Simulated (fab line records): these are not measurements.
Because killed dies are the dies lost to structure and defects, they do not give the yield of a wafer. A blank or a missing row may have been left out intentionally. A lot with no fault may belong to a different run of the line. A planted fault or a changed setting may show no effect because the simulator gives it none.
Split-lot trial -- flow berkeley_cmos170 -- 5 lots, 23 wafers read, on a route of 331 steps

== ABOUT THE SPLIT ==
At UCB170_NLDD_IMPLANT_09, the setting dose_cm2 was moved away from the recipe's 5e+13 on 11 of the 23 wafers read, by -6.1% to +5.9%. For the rest of the wafers, this setting stayed at what the recipe calls for.

== FROM THE SPLIT TO THE READING: what the file shows between them, 9 steps ==
- UCB170_NSD_EXPOSE_03: exposes mask NSELECT MOD, target cd 1200 nm (also split here: dose_mj)
- UCB170_NSD_PEB_04
- UCB170_NSD_DEVELOP_05: develop time 45 s
- UCB170_NSD_CD_MEAS_06: target cd 1200 nm
- UCB170_NSD_IMPLANT_08 (also split here: dose_cm2)
- UCB170_NSD_STRIP_09: strips in O2
- UCB170_NSD_CLEAN_11: cleans in SPM, time 600 s
- UCB170_SDANNEAL_RTA_01: time 5 s
- UCB170_SDANNEAL_RS_MEAS_03: measures by four-point-probe

== THE READING ==
NLDD_RS, in ohm/sq, at UCB170_SDANNEAL_RS_MEAS_05 (measures by four-point-probe). Typical for fault-free wafers on this fab line: 616.8 ohm/sq, with standard deviation 1.3 ohm/sq.

wafer,"tool, chamber at the split",dose_cm2 as run,against the recipe,"NLDD_RS, ohm/sq",against lot-mates on the recipe
L074.1,"implanter-04, 0",4.694e+13,-6.1%,629.5,+12.1
L074.2,"implanter-04, 0",5e+13,recipe,616.2,-
L074.4,"implanter-04, 0",4.694e+13,-6.1%,629.0,+11.6
L074.5,"implanter-04, 0",4.694e+13,-6.1%,629.3,+11.9
L074.6,"implanter-04, 0",5e+13,recipe,618.6,-
L075.1,"implanter-01, 0",5e+13,recipe,617.0,-
L075.2,"implanter-01, 0",5e+13,recipe,617.2,-
L075.3,"implanter-01, 0",5e+13,recipe,617.3,-
L075.5,"implanter-01, 0",5.297e+13,+5.9%,604.0,-13.2
L075.6,"implanter-01, 0",5.297e+13,+5.9%,605.2,-12.0
L076.1,"implanter-04, 0",5e+13,recipe,617.3,-
L076.2,"implanter-04, 0",4.787e+13,-4.3%,626.0,+8.8
L076.3,"implanter-04, 0",4.787e+13,-4.3%,625.9,+8.7
L076.4,"implanter-04, 0",4.787e+13,-4.3%,627.4,+10.2
L076.5,"implanter-04, 0",5e+13,recipe,617.1,-
L078.1,"implanter-04, 0",5e+13,recipe,615.6,-
L078.2,"implanter-04, 0",4.747e+13,-5.1%,626.1,+10.5
L078.4,"implanter-04, 0",4.747e+13,-5.1%,626.7,+11.1
L078.5,"implanter-04, 0",4.747e+13,-5.1%,626.1,+10.5
L078.6,"implanter-04, 0",5e+13,recipe,615.6,-
L080.4,"implanter-04, 0",5e+13,recipe,618.9,-
L080.5,"implanter-04, 0",5e+13,recipe,618.9,-
L080.6,"implanter-04, 0",5e+13,recipe,620.4,-

FIT RESULTS
A straight line over all 23 wafers: NLDD_RS changes by -1.99 ohm/sq for each +1% of dose_cm2; r = -0.98; the points scatter about the line by 1.2 ohm/sq.
The same after taking each lot's own level away (the mean of its wafers on the recipe; 23 wafers): -2.07 ohm/sq for each +1%; r = -1.00; scatter 0.68 ohm/sq.
According to that fit, moving dose_cm2 by its largest amount changes the reading by 13 ohm/sq.
The span of the lots' own levels, 615.60 to 619.40 ohm/sq, comes to 2.9 times the standard deviation stated above.
Hence the lot-to-lot level has little effect on the slope; both slopes agree.
Check: +12.7 ohm/sq against its lot-mates is what the line predicts for one of the wafers moved furthest among these (-6.1%) when that wafer is left out of the fit. It came out at +12.1 ohm/sq against them.

== OTHER SPLITS ON THESE WAFERS ==
Note: prior to the reading, these wafers also went through further splits. Each is held against what the fit with the lots' levels taken away leaves over:
other split on the same wafers,wafers away from the commonest value,r with NLDD_RS (lot level and that fit taken away)
UCB170_ACTIVE_CVD_05 time_s,18,+0.25
UCB170_NVT_IMPLANT_07 dose_cm2,9,-0.14
UCB170_PVT_IMPLANT_07 energy_kev,7,+0.08
UCB170_PLDD_PEB_04 peb_temp_c,11,+0.01
UCB170_NLDD_PEB_04 peb_temp_c,7,-0.10
UCB170_NSD_EXPOSE_03 dose_mj,6,-0.24
UCB170_NSD_IMPLANT_08 dose_cm2,11,-0.09

== FILE'S OWN FIT ==
NLDD_RS changes by -2.07 ohm/sq for each +1% of dose_cm2, r = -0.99.
